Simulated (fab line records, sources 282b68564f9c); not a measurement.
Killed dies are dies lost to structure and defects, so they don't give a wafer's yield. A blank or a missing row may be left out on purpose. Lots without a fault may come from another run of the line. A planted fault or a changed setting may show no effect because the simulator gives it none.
fab line records | flow rit_cmos
record lots=5 wafers=15 last_day=4
route steps=202 shown NLDD@110 PLDD@114 SPACER@125 NSD@131 PSD@142 M1@202
lots that met no fault: from a run of the same line without faults
start_h: hours from the record's first day to the start of the lot's first wafer shown | wait_h: hours since the lot's step before | " the same as in the row above | L1.1+2: a row that stands for several wafers | - no value, or no start given | * or withheld: withheld | < > ~ a bound
route shown NAME@n: a module of which the file shows steps, and the number in the route of the first | usual: mean/standard deviation of fault-free wafers | same: alike in all rows | chamber/n: place in a boat | sites: the reading at each site | _std_site: their standard deviation | _edge_site: outer sites' mean less inner sites' | radius_mm: how far each site lies from the wafer's centre | mask NAME#n: copy n | behind: the tool/chamber that last shaped the wafer | hold: why the lot was held/for how many hours/how that ended | device: the transistor (n, p or np) that didn't switch | end of line: the same wafers' tests at the end of the route | a step without rows: its recipe alone | killed: dies lost to structure and defects at the first sort, not the wafer's yield | map: a wafer's dies, x killed, . not, _ none there
set.NAME: the setting as run; set.NAME@STEP: as run at that earlier step | model.NAME: the simulator's own value behind a step, which no gauge read
lots at some steps of the route; a table a step, a row a wafer
services: from which hour (start_h, from the record's first day; less than 0 if before it) a tool's chamber was out of use, for how many hours, and why
## steps
# step RIT_NLDD_HARDBAKE_07
# recipe resist=NOVOLAK temp_c=140 time_s=60
# step RIT_NLDD_IMPLANT_08
# recipe species=P energy_kev=20 dose_cm2=5e+14 tilt_deg=7
# step RIT_NLDD_STRIP_09
# recipe chemistry=O2 time_s=180 resist=NOVOLAK platen_temp_c=withheld power_w=500 pressure_mtorr=4000 o2_flow_sccm=4000
# usual drypump_motor_current_A=5.7/0.33 rf_refl_power_W=7.7/1.3
# columns lot.wafer tool chamber start_h wait_h drypump_motor_current_A rf_hours_counter_h rf_refl_power_W
L148.1 plasma_asher-03 0 48.28 0.1 5.5 38 9.0
L148.2 " 1 " " 6.0 38 7.9
L148.3 " 1 " " 6.0 - 7.9
L149.1 plasma_asher-04 1 55.27 0.1 6.1 26 5.9
L149.3 " 0 " " 5.6 - 8.9
L149.4 " 1 " " 6.1 - 6.2
L150.3 plasma_asher-02 1 58.50 0.1 6.1 - 8.3
L150.5 " 0 " " 5.2 - 5.9
L150.6 " 1 " " 6.0 - 8.7
L151.1 plasma_asher-03 0 58.68 0.1 5.6 40 9.2
L151.2 " 1 " " 6.0 40 7.9
L151.5 " 1 " " 6.0 - 7.9
L152.2 plasma_asher-03 0 70.46 0.1 5.5 41 9.2
L152.3 " 1 " " 6.0 - 7.7
L152.6 " 1 " " 6.0 - 7.4
# step RIT_NLDD_TW_MEAS_10
# usual NLDD_TW=2505/11
# columns lot.wafer tool chamber start_h wait_h NLDD_TW
L148.1 film_metro-04 - 48.46 0.1 2504
L148.2 " - " " 2518
L148.3 " - " " 2507
L149.1 film_metro-03 - 55.45 0.1 2523
L149.3 " - " " 2522
L149.4 " - " " 2516
L150.3 film_metro-03 - 58.64 0.1 2517
L150.5 " - " " 2519
L150.6 " - " " 2521
L151.1 film_metro-04 - 58.86 0.1 2503
L151.2 " - " " 2502
L151.5 " - " " 2507
L152.2 film_metro-04 - 70.65 0.1 2489
L152.3 " - " " 2487
L152.6 " - " " 2497
# step RIT_PLDD_HMDS_00
# recipe prime_time_s=60 prime_temp_c=140
# step RIT_PLDD_COAT_01
# recipe resist=NOVOLAK spin_rpm=3250 resist_thk_nm=1000
# step RIT_PLDD_SOFTBAKE_02
# recipe resist=NOVOLAK temp_c=90 time_s=60
# step RIT_PLDD_EXPOSE_03
# recipe mask_id=M8 na=0.57 target_cd_nm=40900 dose_mj=250
# step RIT_PLDD_PEB_04
# recipe resist=NOVOLAK temp_c=withheld time_s=withheld
# step RIT_PLDD_DEVELOP_05
# recipe resist=NOVOLAK develop_time_s=50 dev_temp_c=23
# step RIT_PLDD_OVL_MEAS_06
# usual PLDD_OVL=-0.8/1.5
# columns lot.wafer tool chamber start_h wait_h PLDD_OVL[nm]
L148.1 overlay-02 - 49.49 - -2.4
L148.2 " - " " -2.0
L148.3 " - " " -2.2
L149.1 overlay-01 - 56.36 - -5.2
L149.3 " - " " -4.0
L149.4 " - " " -2.7
L150.3 overlay-02 - 59.54 - -0.2
L150.5 " - " " -2.4
L150.6 " - " " -1.5
L151.1 overlay-01 - 59.81 - -0.8
L151.2 " - " " 0.2
L151.5 " - " " -0.4
L152.2 overlay-02 - 71.68 - 0.4
L152.3 " - " " -1.3
L152.6 " - " " 2.0
# step RIT_PLDD_HARDBAKE_07
# recipe resist=NOVOLAK temp_c=140 time_s=60
# step RIT_PLDD_IMPLANT_08
# recipe species=BF2 energy_kev=20 dose_cm2=9e+14 tilt_deg=7
# usual beam_energy_keV=20.001/0.0063 faraday_current_uA=2818/58 implant_ion_amu=49/0 tilt_deg=6.995/0.017
# columns lot.wafer tool chamber start_h wait_h beam_energy_keV faraday_current_uA implant_ion_amu tilt_deg model.implant.rp_nm model.implant.drp_nm
L148.1 implanter-01 0 49.68 0.1 19.996 2819 49 6.972 16.95 9.752
L148.2 " 0 " " 19.994 2916 49 6.970 16.95 9.752
L148.3 " 0 " " 20.008 2920 49 6.968 16.95 9.752
L149.1 implanter-03 0 56.54 0.1 19.998 2809 49 7.012 17.52 9.752
L149.3 " 0 " " 20.002 2848 49 6.992 17.52 9.752
L149.4 " 0 " " 20.001 2821 49 7.018 17.52 9.752
L150.3 implanter-03 0 59.97 0.1 19.993 2894 11 6.954 65 28.34
L150.5 " 0 " " 19.997 2827 11 6.939 65 28.34
L150.6 " 0 " " 20.001 2792 11 6.980 65 28.34
L151.1 implanter-04 0 60.00 0.1 19.996 2821 11 6.985 66.62 28.34
L151.2 " 0 " " 20.000 2728 11 6.992 66.62 28.34
L151.5 " 0 " " 20.002 2822 11 6.978 66.62 28.34
L152.2 implanter-03 0 71.88 0.1 20.004 2912 11 6.989 64.39 28.34
L152.3 " 0 " " 20.010 2857 11 7.006 64.39 28.34
L152.6 " 0 " " 20.007 2829 11 6.995 64.39 28.34
# step RIT_PLDD_STRIP_09
# recipe chemistry=O2 time_s=180 resist=NOVOLAK platen_temp_c=withheld power_w=500 pressure_mtorr=4000 o2_flow_sccm=4000
# usual drypump_motor_current_A=5.7/0.38 rf_refl_power_W=7.0/1.6
# columns lot.wafer tool chamber start_h wait_h drypump_motor_current_A rf_hours_counter_h rf_refl_power_W
L148.1 plasma_asher-04 1 49.83 0.1 6.1 26 5.9
L148.2 " 0 " " 5.5 26 8.7
L148.3 " 1 " " 6.1 - 5.9
L149.1 plasma_asher-04 1 56.69 0.1 6.1 26 5.8
L149.3 " 0 " " 5.6 - 9.0
L149.4 " 1 " " 6.1 - 5.8
L150.3 plasma_asher-02 1 60.13 0.1 6.1 - 8.3
L150.5 " 0 " " 5.2 - 5.9
L150.6 " 1 " " 6.0 - 8.5
L151.1 plasma_asher-04 0 60.15 0.1 5.5 27 9.0
L151.2 " 1 " " 6.1 27 6.1
L151.5 " 0 " " 5.5 - 8.7
L152.2 plasma_asher-04 0 72.01 0.1 5.5 28 8.6
L152.3 " 0 " " 5.5 - 8.9
L152.6 " 1 " " 6.1 - 5.9
# step RIT_PLDD_TW_MEAS_10
# usual PLDD_TW=2363/11
# columns lot.wafer tool chamber start_h wait_h PLDD_TW
L148.1 film_metro-03 - 50.00 0.1 2373
L148.2 " - " " 2368
L148.3 " - " " 2391
L149.1 film_metro-03 - 56.87 0.1 2378
L149.3 " - " " 2365
L149.4 " - " " 2372
L150.3 film_metro-03 - 60.26 0.1 1621
L150.5 " - " " 1617
L150.6 " - " " 1612
L151.1 film_metro-02 - 60.32 0.1 1597
L151.2 " - " " 1596
L151.5 " - " " 1607
L152.2 film_metro-04 - 72.19 0.1 1606
L152.3 " - " " 1612
L152.6 " - " " 1612
# step RIT_SPACER_CLEAN_00
# recipe chemistry=SC1 mix=3:3:50 time_s=600 temp_c=75
# step RIT_SPACER_CLEAN_01
# recipe chemistry=dHF dilution=50:1 time_s=30
# step RIT_SPACER_CLEAN_02
# recipe chemistry=SC2 mix=3:3:50 time_s=600 temp_c=75 dry=n2_spin
# step RIT_SPACER_CVD_03
# recipe material=Si3N4 target_thk_nm=250 temp_c=810 precursor=SiH2Cl2/NH3 time_s=3300 pressure_mtorr=300 sih2cl2_flow_sccm=60 nh3_flow_sccm=150
# step RIT_SPACER_THK_MEAS_04
# recipe reads=Si3N4_of_SPACER_CVD_03
# usual SPACER_NITRIDE_THK=251.7/1.9
# columns lot.wafer tool chamber start_h wait_h SPACER_NITRIDE_THK[nm]
L148.1 film_metro-02 - 53.55 0.0 248.5
L148.2 " - " " 249.0
L148.3 " - " " 247.9
L149.1 film_metro-03 - 59.23 0.0 251.8
L149.3 " - " " 252.1
L149.4 " - " " 252.2
L150.3 film_metro-03 - 62.61 0.0 252.7
L150.5 " - " " 252.7
L150.6 " - " " 251.1
L151.1 film_metro-01 - 62.70 0.0 251.0
L151.2 " - " " 252.6
L151.5 " - " " 250.4
L152.2 film_metro-03 - 74.55 0.0 253.8
L152.3 " - " " 254.0
L152.6 " - " " 252.8
# step RIT_SPACER_ETCHBACK_05
# recipe target_depth_a=2500 SF6_flow_sccm=30 CHF3_flow_sccm=30 target=Si3N4 chemistry=SF6/CHF3 pressure_mtorr=40 rf_w=250 time_s=240 stop_on=SiO2
# usual drypump_motor_current_A=5.7/0.4 oes_product_au=0.849/0.011 throttle_valve_pct=10.24/0.13
# columns lot.wafer tool chamber start_h wait_h drypump_motor_current_A oes_product_au rf_hours_counter_h throttle_valve_pct
L148.1 rie_diel-04 3 53.61 0.1 6.8 0.856 85 10.16
L148.2 " 0 " " 5.7 0.841 3 10.26
L148.3 " 2 " " 6.0 0.824 168 10.31
L149.1 rie_diel-03 3 59.29 0.1 6.1 0.851 40 9.98
L149.3 " 1 " " 5.7 0.861 3 10.08
L149.4 " 2 " " 6.0 0.860 27 10.26
L150.3 rie_diel-01 0 62.65 0.0 5.4 0.856 73 10.17
L150.5 " 3 " " 5.2 0.841 - 10.23
L150.6 " 2 " " 5.3 0.828 - 10.39
L151.1 rie_diel-03 2 62.76 0.1 6.1 0.860 28 10.24
L151.2 " 3 " " 6.1 0.847 40 9.98
L151.5 " 2 " " 6.0 0.856 - 10.26
L152.2 rie_diel-04 0 74.60 0.0 5.7 0.856 3 10.26
L152.3 " 1 " " 5.6 0.844 133 10.57
L152.6 " 1 " " 5.6 0.850 - 10.58
# step RIT_NSD_HMDS_00
# recipe prime_time_s=60 prime_temp_c=140
# step RIT_NSD_COAT_01
# recipe resist=NOVOLAK spin_rpm=3250 resist_thk_nm=1000
# step RIT_NSD_SOFTBAKE_02
# recipe resist=NOVOLAK temp_c=90 time_s=60
# step RIT_NSD_EXPOSE_03
# recipe mask_id=M9 na=0.57 target_cd_nm=40700 dose_mj=250
# step RIT_NSD_PEB_04
# recipe resist=NOVOLAK temp_c=withheld time_s=withheld
# step RIT_NSD_DEVELOP_05
# recipe resist=NOVOLAK develop_time_s=50 dev_temp_c=23
# step RIT_NSD_OVL_MEAS_06
# usual NSD_OVL=0.1/1.3
# columns lot.wafer tool chamber start_h wait_h NSD_OVL[nm]
L148.1 overlay-02 - 54.85 - 0.1
L148.2 " - " " 0.2
L148.3 " - " " -0.9
L149.1 overlay-02 - 60.41 - 0.7
L149.3 " - " " -2.0
L149.4 " - " " 0.6
L150.3 overlay-01 - 63.66 - 1.3
L150.5 " - " " 0.8
L150.6 " - " " -0.4
L151.1 overlay-02 - 63.93 - 0.9
L151.2 " - " " 0.9
L151.5 " - " " 2.5
L152.2 overlay-02 - 75.61 - -1.5
L152.3 " - " " 0.2
L152.6 " - " " -0.4
# step RIT_NSD_HARDBAKE_07
# recipe resist=NOVOLAK temp_c=140 time_s=60
# step RIT_NSD_IMPLANT_08
# recipe species=P energy_kev=25 dose_cm2=1e+15 tilt_deg=7
# step RIT_NSD_STRIP_09
# recipe chemistry=O2 time_s=180 resist=NOVOLAK platen_temp_c=withheld power_w=500 pressure_mtorr=4000 o2_flow_sccm=4000
# usual drypump_motor_current_A=5.67/0.28 rf_refl_power_W=6.9/1.7
# columns lot.wafer tool chamber start_h wait_h drypump_motor_current_A rf_hours_counter_h rf_refl_power_W
L148.1 plasma_asher-01 0 55.35 0.1 5.33 43 6.4
L148.2 " 1 " " 5.49 43 4.0
L148.3 " 1 " " 5.51 - 4.5
L149.1 plasma_asher-04 1 60.75 0.1 6.09 27 5.5
L149.3 " 0 " " 5.53 - 8.7
L149.4 " 1 " " 6.08 - 5.9
L150.3 plasma_asher-01 0 64.04 0.1 5.34 - 6.4
L150.5 " 1 " " 5.51 - 3.8
L150.6 " 0 " " 5.35 - 6.4
L151.1 plasma_asher-03 1 64.27 0.1 6.01 40 7.8
L151.2 " 0 " " 5.54 40 9.6
L151.5 " 0 " " 5.53 - 9.2
L152.2 plasma_asher-01 0 75.94 0.1 5.36 45 6.6
L152.3 " 1 " " 5.52 - 4.5
L152.6 " 1 " " 5.53 - 4.0
# step RIT_NSD_TW_MEAS_10
# usual NSD_TW=3137/13
# columns lot.wafer tool chamber start_h wait_h NSD_TW
L148.1 film_metro-02 - 55.53 0.1 3136
L148.2 " - " " 3142
L148.3 " - " " 3119
L149.1 film_metro-03 - 60.93 0.1 3151
L149.3 " - " " 3148
L149.4 " - " " 3151
L150.3 film_metro-04 - 64.18 0.1 3139
L150.5 " - " " 3129
L150.6 " - " " 3141
L151.1 film_metro-02 - 64.44 0.1 3124
L151.2 " - " " 3128
L151.5 " - " " 3121
L152.2 film_metro-02 - 76.12 0.1 3117
L152.3 " - " " 3126
L152.6 " - " " 3117
# step RIT_PSD_HMDS_00
# recipe prime_time_s=60 prime_temp_c=140
# step RIT_PSD_COAT_01
# recipe resist=NOVOLAK spin_rpm=3250 resist_thk_nm=1000
# step RIT_PSD_SOFTBAKE_02
# recipe resist=NOVOLAK temp_c=90 time_s=60
# step RIT_PSD_EXPOSE_03
# recipe mask_id=M10 na=0.57 target_cd_nm=40900 dose_mj=250
# step RIT_PSD_PEB_04
# recipe resist=NOVOLAK temp_c=withheld time_s=withheld
# step RIT_PSD_DEVELOP_05
# recipe resist=NOVOLAK develop_time_s=50 dev_temp_c=23
# step RIT_PSD_OVL_MEAS_06
# usual PSD_OVL=-0.9/1.3
# columns lot.wafer tool chamber start_h wait_h PSD_OVL[nm]
L148.1 overlay-02 - 56.44 - -0.8
L148.2 " - " " -0.5
L148.3 " - " " -1.1
L149.1 overlay-01 - 61.96 - 1.1
L149.3 " - " " 0.4
L149.4 " - " " 0.3
L150.3 overlay-01 - 65.67 - -0.1
L150.5 " - " " 0.6
L150.6 " - " " 0.8
L151.1 overlay-01 - 65.94 - -1.1
L151.2 " - " " -0.5
L151.5 " - " " -2.0
L152.2 overlay-02 - 77.15 - 0.9
L152.3 " - " " -2.0
L152.6 " - " " -3.4
# step RIT_PSD_HARDBAKE_07
# recipe resist=NOVOLAK temp_c=140 time_s=60
# step RIT_PSD_IMPLANT_08
# recipe species=BF2 energy_kev=27 dose_cm2=5e+15 tilt_deg=7
# step RIT_PSD_STRIP_09
# recipe chemistry=O2 time_s=180 resist=NOVOLAK platen_temp_c=withheld power_w=500 pressure_mtorr=4000 o2_flow_sccm=4000
# usual drypump_motor_current_A=5.6/0.33 rf_refl_power_W=6.7/1.6
# columns lot.wafer tool chamber start_h wait_h drypump_motor_current_A rf_hours_counter_h rf_refl_power_W
L148.1 plasma_asher-03 0 56.77 0.1 5.5 39 8.8
L148.2 " 1 " " 6.0 39 8.0
L148.3 " 0 " " 5.6 - 8.8
L149.1 plasma_asher-02 1 62.30 0.1 6.0 42 8.8
L149.3 " 0 " " 5.1 - 5.9
L149.4 " 1 " " 6.0 - 8.4
L150.3 plasma_asher-02 1 66.14 0.1 6.0 - 8.6
L150.5 " 1 " " 6.0 - 8.5
L150.6 " 0 " " 5.1 - 6.0
L151.1 plasma_asher-01 1 66.28 0.1 5.5 44 4.3
L151.2 " 0 " " 5.4 44 6.3
L151.5 " 1 " " 5.5 - 4.1
L152.2 plasma_asher-02 1 77.48 0.1 6.0 44 8.5
L152.3 " 0 " " 5.2 - 5.8
L152.6 " 1 " " 6.0 - 8.4
# step RIT_SDANNEAL_RS_MEAS_06
# recipe thk_meas_gauge=four-point-probe
# usual PLDD_RS=178.5/0.56
# columns lot.wafer tool chamber start_h wait_h PLDD_RS[ohm/sq]
L148.1 film_metro-02 - 57.67 0.1 178.0
L148.2 " - " " 177.7
L148.3 " - " " 178.2
L149.1 film_metro-04 - 63.20 0.1 177.4
L149.3 " - " " 177.9
L149.4 " - " " 178.0
L150.3 film_metro-02 - 67.18 0.1 128.5
L150.5 " - " " 129.0
L150.6 " - " " 128.8
L151.1 film_metro-04 - 67.25 0.1 129.3
L151.2 " - " " 129.7
L151.5 " - " " 129.5
L152.2 film_metro-04 - 78.41 0.1 128.9
L152.3 " - " " 128.9
L152.6 " - " " 128.2
# step RIT_M1_PROBE_99
# usual killed_at_contacts=0.1/0.27 killed_at_front_end=7/3.1 killed_dies=7/3.1 killed_open=3.3/2.1 killed_short=3.5/2
# same gross_dies=264 killed_at_M0_to_M3=0 killed_at_M4_up=0 killed_at_back_side=0 killed_at_other=0
# columns lot.wafer tool chamber start_h wait_h killed_at_contacts killed_at_front_end killed_dies killed_open killed_short
L148.1 prober-02 - 64.94 0.1 0 2 2 0 2
L148.2 prober-02 - 64.99 0.1 0 9 9 4 5
L148.3 prober-02 - 65.04 0.2 0 5 5 4 1
L149.1 prober-01 - 70.85 0.1 0 6 6 1 5
L149.3 prober-01 - 70.95 0.2 0 9 9 4 5
L149.4 prober-01 - 71.00 0.2 0 0 0 0 0
L151.1 prober-01 - 75.79 0.1 0 10 10 8 2
L151.2 prober-01 - 75.84 0.1 1 6 7 4 3
L151.5 prober-01 - 75.99 0.2 0 10 10 2 8
# killed by level:class
L148.1 FOX1:geometric_particle:short=1 FOX2:geometric_particle:short=1
L148.2 GATE:geometric_particle:short=3 GATE:geometric_particle:open=2 FOX1:geometric_particle:open=1 FOX2:geometric_particle:short=1 SILICIDE:geometric_particle:open=1 SILICIDE:geometric_particle:short=1
L148.3 GATE:geometric_particle:open=2 SPACER:geometric_particle:open=2 GATE:geometric_particle:short=1
L149.1 FOX1:geometric_particle:short=2 GATE:geometric_particle:short=2 GATE:geometric_particle:open=1 REOX:geometric_particle:short=1
L149.3 FOX1:geometric_particle:short=2 FOX1:geometric_particle:open=2 REOX:geometric_particle:short=2 FOX2:geometric_particle:open=1 GATE:geometric_particle:short=1 GATE:geometric_particle:open=1
L149.4
L151.1 SILICIDE:geometric_particle:open=3 GATE:geometric_particle:open=2 SPACER:geometric_particle:open=2 FOX2:geometric_particle:open=1 GATE:geometric_particle:short=1 SILICIDE:geometric_particle:short=1
L151.2 SILICIDE:geometric_particle:open=2 FOX2:geometric_particle:short=1 REOX:geometric_particle:short=1 SPACER:geometric_particle:open=1 SILICIDE:geometric_particle:short=1 CONTACT:geometric_particle:open=1
L151.5 GATE:geometric_particle:short=2 SILICIDE:geometric_particle:short=2 FOX1:geometric_particle:open=1 FOX1:geometric_particle:short=1 FOX2:geometric_particle:short=1 REOX:geometric_particle:short=1 SPACER:geometric_particle:short=1 SPACER:geometric_particle:open=1
## services
# columns tool chamber start_h hours kind
rie_diel-04 1 47.57 5.1 repair
rie_diel-04 2 63.02 - clean
rie_diel-04 2 63.02 15.6 scheduled_down
rie_diel-04 2 63.02 15.6 vent_cycle
rie_diel-01 3 63.98 7.8 repair
implanter-04 - 74.66 10.1 repair
rie_diel-04 0 76.60 4.9 repair
## key
first_sign step=RIT_PLDD_IMPLANT_08 reading=implant_ion_amu direction=down sigmas=99+ usual=49 struck=11
effect step=RIT_PLDD_TW_MEAS_10 reading=PLDD_TW direction=down sigmas=70 usual=2363 struck=1609
effect step=RIT_SDANNEAL_RS_MEAS_06 reading=PLDD_RS direction=down sigmas=89 usual=178.5 struck=129.0
model_effect step=RIT_PLDD_IMPLANT_08 value=implant.rp_nm without=17.22 struck=65.34
met_at RIT_PLDD_IMPLANT_08
struck_wafers L150.3,L150.5,L150.6,L151.1,L151.2,L151.5,L152.2,L152.3,L152.6
tester_left_out L150,L151,L152
onset_between 56.54 59.97
fault kind=wrong_recipe_download tool=implanter-01,implanter-03,implanter-04 chamber=- onset_h=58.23 steps=RIT_PLDD_IMPLANT_08 wrong_recipe.not_listed=1
# tester_left_out: of these lots the tester's yield and bins aren't shown, on N5 and GAA mostly nor the transistor test; their killed dies are dies lost to structure and defects alone, not to doping, threshold or leakage, so they don't give the yield
